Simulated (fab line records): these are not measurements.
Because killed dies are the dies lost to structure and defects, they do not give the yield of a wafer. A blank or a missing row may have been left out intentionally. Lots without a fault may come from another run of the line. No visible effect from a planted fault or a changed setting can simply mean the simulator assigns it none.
fab line records	flow rit_cmos
record: lots: 14	wafers: 42	last_day: 6
route steps=202 shown GATE@92 NLDD@105 PLDD@120 M1@202
lots that met no fault: from a run of the same line without faults
start_h: start of the lot's first displayed wafer, in hours after the record's first day	wait_h: hours elapsed since this lot's preceding step	" as in the row above	L1.1+2: a row that stands for several wafers	- no value, or no start given	* or withheld: withheld	< > ~ a bound
route shown NAME@n: NAME is a module with steps in the file, n the number in the route of the first one	usual: mean and standard deviation over wafers with no fault	same: alike in all rows	chamber/n: place in a boat	sites: each site's reading	_std_site: how widely they spread, as a standard deviation	_edge_site: mean of outer sites minus mean of inner sites	radius_mm: for every site, how far away it sits from the centre of the wafer	mask NAME#n: copy n	behind: the most recent tool/chamber to have shaped the wafer	hold: why the lot went on hold/how many hours it stayed there/how the hold came to an end	device: which transistor (n, p or np) failed to switch	end of line: the tests these same wafers got at the end of their route	step lacking rows: just its recipe	killed: dies that structure and defects cost at the first sort, which is not the same as the wafer's yield	map: dies across one wafer; x = killed, . = not, _ = none there
set.NAME: setting as actually run; set.NAME@STEP: the setting as run at that earlier step	model.NAME: the simulator's own value behind a step, which no gauge read
a sample of lots followed through the steps of the route, with each step as a table and each wafer as a row
services: from which hour (start_h, from the record's first day; less than 0 if before it) a tool's chamber was out of use, for how many hours, and why
== steps ==
step: RIT_GATE_CD_MEAS_16
recipe: target_cd_nm: 150
usual: cd_nm: 149.0/2.6
lot.wafer	tool	chamber	start_h	wait_h	cd_nm
L704.2	cd_sem-02	-	37.93	-	145.9
L704.3	"	-	"	"	148.9
L704.4	"	-	"	"	147.9
L705.1	cd_sem-02	-	42.02	-	147.6
L705.3	"	-	"	"	150.2
L705.6	"	-	"	"	149.1
L706.3	cd_sem-01	-	48.78	-	149.6
L706.4	"	-	"	"	150.7
L706.5	"	-	"	"	151.2
L707.1	cd_sem-01	-	53.18	-	147.5
L707.2	"	-	"	"	149.1
L707.6	"	-	"	"	147.3
L708.1	cd_sem-01	-	57.55	-	145.9
L708.4	"	-	"	"	147.2
L708.5	"	-	"	"	146.1
L709.1	cd_sem-02	-	62.36	-	146.9
L709.2	"	-	"	"	147.4
L709.6	"	-	"	"	145.0
L710.1	cd_sem-02	-	69.35	-	146.4
L710.4	"	-	"	"	146.6
L710.6	"	-	"	"	144.9
L711.1	cd_sem-02	-	73.42	-	153.6
L711.3	"	-	"	"	156.6
L711.6	"	-	"	"	151.2
L712.1	cd_sem-02	-	78.01	-	148.4
L712.2	"	-	"	"	144.2
L712.4	"	-	"	"	147.9
L713.1	cd_sem-02	-	81.21	-	149.9
L713.3	"	-	"	"	148.1
L713.6	"	-	"	"	145.9
L714.1	cd_sem-02	-	86.33	-	145.8
L714.3	"	-	"	"	146.4
L714.4	"	-	"	"	148.6
L715.4	cd_sem-02	-	92.42	-	150.0
L715.5	"	-	"	"	148.7
L715.6	"	-	"	"	151.3
L720.2	cd_sem-02	-	116.34	-	155.9
L720.3	"	-	"	"	153.7
L720.6	"	-	"	"	154.2
L721.3	cd_sem-02	-	122.82	-	154.1
L721.4	"	-	"	"	152.5
L721.5	"	-	"	"	152.9
step: RIT_NLDD_SOFTBAKE_02
recipe: resist: NOVOLAK	temp_c: 90	time_s: 60
usual: heater_power_total_W: 34.57/0.048	plate_temp_C: 89.99/0.12
lot.wafer	tool	chamber	start_h	wait_h	heater_power_total_W	plate_temp_C
L704.2	litho_track-04	0	41.93	0.1	34.53	89.92
L704.3	"	0	"	"	34.56	90.03
L704.4	"	0	"	"	34.49	89.98
L705.1	litho_track-03	0	46.13	0.1	34.67	90.13
L705.3	"	0	"	"	34.58	90.10
L705.6	"	0	"	"	34.59	90.28
L706.3	litho_track-04	0	52.95	0.1	34.55	89.87
L706.4	"	0	"	"	34.50	89.90
L706.5	"	0	"	"	34.55	89.91
L707.1	litho_track-03	0	57.29	0.1	34.61	90.16
L707.2	"	0	"	"	34.48	90.02
L707.6	"	0	"	"	34.59	90.13
L708.1	litho_track-02	0	61.54	0.1	34.62	90.00
L708.4	"	0	"	"	34.55	90.03
L708.5	"	0	"	"	34.67	89.93
L709.1	litho_track-02	0	66.35	0.1	34.60	90.22
L709.2	"	0	"	"	34.48	90.03
L709.6	"	0	"	"	34.59	90.13
L710.1	litho_track-04	0	73.34	0.1	34.61	89.85
L710.4	"	0	"	"	34.56	89.93
L710.6	"	0	"	"	34.57	90.08
L711.1	litho_track-02	0	77.47	0.1	34.59	89.93
L711.3	"	0	"	"	34.55	89.69
L711.6	"	0	"	"	34.57	89.82
L712.1	litho_track-04	0	82.29	0.1	34.65	89.92
L712.2	"	0	"	"	34.48	89.71
L712.4	"	0	"	"	34.59	89.82
L713.1	litho_track-04	0	85.23	0.1	34.44	89.91
L713.3	"	0	"	"	34.54	90.01
L713.6	"	0	"	"	34.67	90.11
L714.1	litho_track-04	0	90.55	0.1	34.57	89.86
L714.3	"	0	"	"	34.53	90.02
L714.4	"	0	"	"	34.67	89.97
L715.4	litho_track-02	0	96.63	0.1	34.54	89.90
L715.5	"	0	"	"	34.51	89.97
L715.6	"	0	"	"	34.61	89.88
L720.2	litho_track-04	0	120.37	0.1	36.15	93.20
L720.3	"	0	"	"	36.20	92.98
L720.6	"	0	"	"	36.19	93.08
L721.3	litho_track-04	0	126.84	0.1	36.25	92.98
L721.4	"	0	"	"	36.27	93.18
L721.5	"	0	"	"	36.24	92.99
step: RIT_PLDD_OVL_MEAS_06
usual: PLDD_OVL: 1.0/1.3
lot.wafer	tool	chamber	start_h	wait_h	PLDD_OVL[nm]
L704.2	overlay-02	-	44.16	-	0.7
L704.3	"	-	"	"	2.3
L704.4	"	-	"	"	2.5
L705.1	overlay-02	-	48.36	-	-0.7
L705.3	"	-	"	"	-0.8
L705.6	"	-	"	"	0.6
L706.3	overlay-01	-	55.02	-	1.4
L706.4	"	-	"	"	1.3
L706.5	"	-	"	"	0.5
L707.1	overlay-01	-	59.27	-	2.7
L707.2	"	-	"	"	1.8
L707.6	"	-	"	"	2.2
L708.1	overlay-01	-	63.64	-	0.0
L708.4	"	-	"	"	0.6
L708.5	"	-	"	"	1.4
L709.1	overlay-02	-	68.36	-	-1.2
L709.2	"	-	"	"	1.1
L709.6	"	-	"	"	0.8
L710.1	overlay-01	-	75.56	-	-1.0
L710.4	"	-	"	"	-0.6
L710.6	"	-	"	"	-0.5
L711.1	overlay-01	-	79.51	-	1.8
L711.3	"	-	"	"	1.9
L711.6	"	-	"	"	0.7
L712.1	overlay-02	-	84.51	-	4.0
L712.2	"	-	"	"	0.7
L712.4	"	-	"	"	1.1
L713.1	overlay-02	-	87.32	-	-0.1
L713.3	"	-	"	"	-2.1
L713.6	"	-	"	"	-0.1
L714.1	overlay-01	-	92.66	-	0.2
L714.3	"	-	"	"	0.5
L714.4	"	-	"	"	2.0
L715.4	overlay-02	-	98.77	-	0.9
L715.5	"	-	"	"	0.0
L715.6	"	-	"	"	0.4
L720.2	overlay-01	-	122.50	-	1.6
L720.3	"	-	"	"	0.1
L720.6	"	-	"	"	1.9
L721.3	overlay-02	-	129.14	-	0.3
L721.4	"	-	"	"	0.7
L721.5	"	-	"	"	1.8
step: RIT_PLDD_STRIP_09
recipe: chemistry: O2	time_s: 180	resist: NOVOLAK	platen_temp_c: withheld	power_w: 500	pressure_mtorr: 4000	o2_flow_sccm: 4000
usual: drypump_motor_current_A: 5.8/0.37
lot.wafer	tool	chamber	start_h	wait_h	drypump_motor_current_A	rf_hours_counter_h
L704.2	plasma_asher-03	0	44.49	0.1	5.2	41
L704.3	"	0	"	"	5.2	-
L704.4	"	1	"	"	5.4	-
L705.1	plasma_asher-02	0	48.70	0.1	6.2	24
L705.3	"	1	"	"	6.0	-
L705.6	"	1	"	"	6.0	-
L706.3	plasma_asher-02	1	55.40	0.1	6.0	-
L706.4	"	0	"	"	6.2	-
L706.5	"	0	"	"	6.2	-
L707.1	plasma_asher-01	0	59.60	0.1	5.4	40
L707.2	"	1	"	"	6.0	40
L707.6	"	1	"	"	6.0	-
L708.1	plasma_asher-03	1	63.97	0.1	5.4	43
L708.4	"	1	"	"	5.4	-
L708.5	"	0	"	"	5.2	-
L709.1	plasma_asher-03	0	68.70	0.1	5.3	44
L709.2	"	1	"	"	5.5	44
L709.6	"	1	"	"	5.4	-
L710.1	plasma_asher-03	1	75.90	0.1	5.5	44
L710.4	"	1	"	"	5.5	-
L710.6	"	1	"	"	5.4	-
L711.1	plasma_asher-01	1	79.84	0.1	6.0	43
L711.3	"	0	"	"	5.4	-
L711.6	"	1	"	"	6.0	-
L712.1	plasma_asher-02	1	84.84	0.1	5.9	28
L712.2	"	0	"	"	6.2	28
L712.4	"	0	"	"	6.3	-
L713.1	plasma_asher-01	1	87.66	0.1	6.1	44
L713.3	"	1	"	"	6.0	-
L713.6	"	1	"	"	6.1	-
L714.1	plasma_asher-01	1	92.99	0.1	6.0	44
L714.3	"	1	"	"	6.0	-
L714.4	"	0	"	"	5.4	-
L715.4	plasma_asher-02	0	99.15	0.1	6.3	-
L715.5	"	1	"	"	6.0	-
L715.6	"	0	"	"	6.3	-
L720.2	plasma_asher-01	0	122.83	0.1	5.3	0
L720.3	"	0	"	"	5.4	-
L720.6	"	0	"	"	5.4	-
L721.3	plasma_asher-01	0	129.53	0.1	5.4	-
L721.4	"	1	"	"	6.0	-
L721.5	"	1	"	"	6.1	-
step: RIT_M1_PROBE_99
usual: killed_at_M0_to_M3: 0.0/0.14	killed_at_contacts: 0.0/0.22	killed_at_front_end: 7/3	killed_dies: 7/3.1	killed_open: 3.4/2.1	killed_short: 3.2/1.9
same: gross_dies: 264	killed_at_M4_up: 0	killed_at_back_side: 0	killed_at_other: 0
lot.wafer	tool	chamber	start_h	wait_h	killed_at_M0_to_M3	killed_at_contacts	killed_at_front_end	killed_dies	killed_open	killed_short
L704.2	prober-01	-	58.50	0.1	0	0	5	5	1	4
L704.3	prober-01	-	58.55	0.2	0	0	13	13	5	8
L704.4	prober-01	-	58.60	0.2	0	0	9	9	5	4
L705.1	prober-02	-	62.80	0.1	0	0	7	7	4	3
L705.3	prober-02	-	62.90	0.2	0	0	11	11	4	7
L705.6	prober-02	-	63.05	0.2	0	1	7	8	6	2
L706.3	prober-01	-	69.02	0.2	0	0	2	2	1	1
L706.4	prober-01	-	69.07	0.2	0	0	6	6	3	3
L706.5	prober-01	-	69.12	0.2	0	0	2	2	1	1
L707.1	prober-01	-	73.28	0.1	0	0	6	6	2	4
L707.2	prober-01	-	73.33	0.1	0	0	7	7	4	3
L707.6	prober-01	-	73.53	0.2	1	0	7	8	4	4
L708.1	prober-02	-	78.70	0.1	0	0	9	9	7	2
L708.4	prober-02	-	78.85	0.2	0	1	7	8	6	2
L708.5	prober-02	-	78.90	0.2	0	0	10	10	6	4
L709.1	prober-01	-	82.12	0.1	0	0	5	5	2	3
L709.2	prober-01	-	82.17	0.1	0	0	6	6	2	4
L709.6	prober-01	-	82.37	0.2	0	0	7	7	4	3
L710.1	prober-02	-	90.10	0.1	0	0	7	7	6	1
L710.4	prober-02	-	90.25	0.2	0	0	4	4	2	2
L710.6	prober-02	-	90.35	0.2	0	0	11	11	4	7
L711.1	prober-01	-	93.52	0.1	0	1	9	10	5	5
L711.3	prober-01	-	93.62	0.2	0	0	5	5	1	4
L711.6	prober-01	-	93.77	0.2	0	0	5	5	4	1
L712.1	prober-02	-	99.56	0.1	0	0	4	4	3	1
L712.2	prober-02	-	99.61	0.1	0	0	7	7	4	3
L712.4	prober-02	-	99.71	0.2	0	0	6	6	2	4
L713.1	prober-01	-	101.50	0.1	0	0	2	2	2	0
L713.3	prober-01	-	101.60	0.2	0	0	9	9	4	5
L713.6	prober-01	-	101.75	0.2	0	0	6	6	1	5
L714.1	prober-02	-	107.02	0.1	0	0	3	3	1	2
L714.3	prober-02	-	107.12	0.2	0	0	6	6	4	2
L714.4	prober-02	-	107.17	0.2	0	0	5	5	2	3
L715.4	prober-01	-	115.12	0.2	0	0	10	10	4	6
L715.5	prober-01	-	115.17	0.2	0	0	9	9	3	6
L715.6	prober-01	-	115.22	0.2	0	0	11	11	8	3
L720.2	prober-02	-	137.84	0.1	0	0	5	5	2	3
L720.3	prober-02	-	137.89	0.2	0	0	10	10	3	7
L720.6	prober-02	-	138.04	0.2	0	0	4	4	2	2
L721.3	prober-01	-	143.71	0.2	0	0	4	4	4	0
L721.4	prober-01	-	143.76	0.2	0	0	3	3	3	0
L721.5	prober-01	-	143.81	0.2	0	0	10	10	3	7
killed by level:class
L704.2 GATE:geometric_particle:short=3 GATE:geometric_particle:open=1 REOX:geometric_particle:short=1
L704.3 GATE:geometric_particle:open=4 SILICIDE:geometric_particle:short=3 REOX:geometric_particle:short=2 FOX1:geometric_particle:short=1 GATE:geometric_particle:short=1 SPACER:geometric_particle:short=1 SPACER:geometric_particle:open=1
L704.4 GATE:geometric_particle:open=3 FOX1:geometric_particle:open=2 FOX1:geometric_particle:short=2 GATE:geometric_particle:short=2
L705.1 GATE:geometric_particle:short=3 SILICIDE:geometric_particle:open=2 GATE:geometric_particle:open=1 REOX:geometric_particle:open=1
L705.3 GATE:geometric_particle:open=2 REOX:geometric_particle:short=2 SILICIDE:geometric_particle:short=2 FOX1:geometric_particle:open=1 FOX1:geometric_particle:short=1 GATE:geometric_particle:short=1 SPACER:geometric_particle:short=1 SPACER:geometric_particle:open=1
L705.6 GATE:geometric_particle:open=3 REOX:geometric_particle:open=2 SPACER:geometric_particle:short=1 SILICIDE:geometric_particle:open=1 CONTACT:geometric_particle:short=1
L706.3 GATE:geometric_particle:short=1 REOX:geometric_particle:open=1
L706.4 REOX:geometric_particle:open=2 REOX:geometric_particle:short=2 FOX2:geometric_particle:short=1 SILICIDE:geometric_particle:open=1
L706.5 GATE:geometric_particle:open=1 REOX:geometric_particle:short=1
L707.1 SPACER:geometric_particle:short=2 FOX2:geometric_particle:short=1 GATE:geometric_particle:open=1 REOX:geometric_particle:short=1 SILICIDE:geometric_particle:open=1
L707.2 FOX2:geometric_particle:open=2 GATE:geometric_particle:open=2 FOX2:geometric_particle:short=1 REOX:geometric_particle:short=1 SPACER:geometric_particle:short=1
L707.6 FOX1:geometric_particle:open=1 FOX2:geometric_particle:open=1 GATE:geometric_particle:short=1 GATE:geometric_particle:open=1 REOX:geometric_particle:short=1 REOX:geometric_particle:open=1 SPACER:geometric_particle:short=1 M1:geometric_particle:short=1
L708.1 GATE:geometric_particle:open=5 FOX2:geometric_particle:short=1 FOX2:geometric_particle:open=1 SPACER:geometric_particle:short=1 SILICIDE:geometric_particle:open=1
L708.4 GATE:geometric_particle:open=4 GATE:geometric_particle:short=1 SPACER:geometric_particle:short=1 SPACER:geometric_particle:open=1 CONTACT:geometric_particle:open=1
L708.5 GATE:geometric_particle:open=2 SILICIDE:geometric_particle:open=2 GATE:geometric_particle:short=1 REOX:geometric_particle:short=1 REOX:geometric_particle:open=1 SPACER:geometric_particle:short=1 SPACER:geometric_particle:open=1 SILICIDE:geometric_particle:short=1
L709.1 FOX1:geometric_particle:short=2 GATE:geometric_particle:open=1 GATE:geometric_particle:short=1 SILICIDE:geometric_particle:open=1
L709.2 FOX2:geometric_particle:short=2 GATE:geometric_particle:short=2 GATE:geometric_particle:open=2
L709.6 GATE:geometric_particle:short=3 GATE:geometric_particle:open=2 FOX1:geometric_particle:open=1 SPACER:geometric_particle:open=1
L710.1 GATE:geometric_particle:open=2 SILICIDE:geometric_particle:open=2 FOX1:geometric_particle:open=1 FOX2:geometric_particle:open=1 SILICIDE:geometric_particle:short=1
L710.4 FOX1:geometric_particle:open=1 FOX2:geometric_particle:open=1 FOX2:geometric_particle:short=1 SILICIDE:geometric_particle:short=1
L710.6 GATE:geometric_particle:short=5 GATE:geometric_particle:open=3 FOX1:geometric_particle:short=1 FOX2:geometric_particle:open=1 FOX2:geometric_particle:short=1
L711.1 FOX1:geometric_particle:short=2 SPACER:geometric_particle:open=2 FOX1:geometric_particle:open=1 FOX2:geometric_particle:short=1 SPACER:geometric_particle:short=1 SILICIDE:geometric_particle:short=1 SILICIDE:geometric_particle:open=1 CONTACT:geometric_particle:open=1
L711.3 FOX1:geometric_particle:short=2 SILICIDE:geometric_particle:short=2 FOX2:geometric_particle:open=1
L711.6 REOX:geometric_particle:open=2 FOX1:geometric_particle:open=1 FOX2:geometric_particle:short=1 FOX2:geometric_particle:open=1
L712.1 GATE:geometric_particle:open=3 GATE:geometric_particle:short=1
L712.2 GATE:geometric_particle:open=4 GATE:geometric_particle:short=2 FOX1:geometric_particle:short=1
L712.4 REOX:geometric_particle:short=2 FOX1:geometric_particle:short=1 FOX1:geometric_particle:open=1 GATE:geometric_particle:open=1 SILICIDE:geometric_particle:short=1
L713.1 GATE:geometric_particle:open=2
L713.3 GATE:geometric_particle:short=3 GATE:geometric_particle:open=2 FOX1:geometric_particle:open=1 REOX:geometric_particle:open=1 SPACER:geometric_particle:short=1 SILICIDE:geometric_particle:short=1
L713.6 GATE:geometric_particle:short=3 FOX1:geometric_particle:short=1 GATE:geometric_particle:open=1 REOX:geometric_particle:short=1
L714.1 GATE:geometric_particle:short=1 GATE:geometric_particle:open=1 REOX:geometric_particle:short=1
L714.3 REOX:geometric_particle:open=2 GATE:geometric_particle:short=1 GATE:geometric_particle:open=1 REOX:geometric_particle:short=1 SILICIDE:geometric_particle:open=1
L714.4 GATE:geometric_particle:open=2 SILICIDE:geometric_particle:short=2 GATE:geometric_particle:short=1
L715.4 FOX1:geometric_particle:short=2 GATE:geometric_particle:open=2 GATE:geometric_particle:short=2 FOX2:geometric_particle:open=1 REOX:geometric_particle:open=1 REOX:geometric_particle:short=1 SILICIDE:geometric_particle:short=1
L715.5 FOX1:geometric_particle:short=3 FOX1:geometric_particle:open=2 GATE:geometric_particle:short=2 GATE:geometric_particle:open=1 SPACER:geometric_particle:short=1
L715.6 GATE:geometric_particle:open=4 FOX1:geometric_particle:open=2 FOX1:geometric_particle:short=1 FOX2:geometric_particle:short=1 FOX2:geometric_particle:open=1 GATE:geometric_particle:short=1 REOX:geometric_particle:open=1
L720.2 FOX1:geometric_particle:short=1 GATE:geometric_particle:open=1 GATE:geometric_particle:short=1 REOX:geometric_particle:open=1 SPACER:geometric_particle:short=1
L720.3 GATE:geometric_particle:short=4 FOX2:geometric_particle:short=2 REOX:geometric_particle:open=1 SPACER:geometric_particle:short=1 SPACER:geometric_particle:open=1 SILICIDE:geometric_particle:open=1
L720.6 FOX1:geometric_particle:short=1 GATE:geometric_particle:short=1 REOX:geometric_particle:open=1 SPACER:geometric_particle:open=1
L721.3 SPACER:geometric_particle:open=2 FOX2:geometric_particle:open=1 REOX:geometric_particle:open=1
L721.4 FOX1:geometric_particle:open=2 GATE:geometric_particle:open=1
L721.5 REOX:geometric_particle:short=5 FOX1:geometric_particle:open=1 FOX2:geometric_particle:short=1 GATE:geometric_particle:open=1 GATE:geometric_particle:short=1 SILICIDE:geometric_particle:open=1
== services ==
tool	chamber	start_h	hours	kind
plasma_asher-01	-	108.75	9.0	pm
plasma_asher-01	0	108.75	9.0	vent_cycle
plasma_asher-01	1	108.75	9.0	vent_cycle
plasma_asher-03	-	114.87	0.8	repair
plasma_asher-01	0	117.75	-	clean
plasma_asher-01	1	117.75	-	clean
== key ==
first_sign: step: RIT_NLDD_SOFTBAKE_02	reading: heater_power_total_W	direction: up	sigmas: 35	usual: 34.57	struck: 36.22
effect: step: RIT_NLDD_SOFTBAKE_02	reading: plate_temp_C	direction: up	sigmas: 26	usual: *	struck: *
met_at RIT_NLDD_SOFTBAKE_02
struck_lots L720,L721
tester_left_out L720,L721
not_acting_at RIT_GATE_CD_MEAS_16,RIT_PLDD_OVL_MEAS_06,RIT_PLDD_STRIP_09
onset_between 90.55 120.37
fault: kind: process_parameter_drift	tool: litho_track-04	chamber: -	onset_h: 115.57	steps: RIT_NLDD_SOFTBAKE_02	channel: temp_c	offset: *	shape: step	end_h: 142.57	acts_in: *	stated: *
tester_left_out: of these lots the tester's yield and bins aren't shown, on N5 and GAA mostly nor the transistor test; their killed dies are dies lost to structure and defects alone, not to doping, threshold or leakage, so they don't give the yield
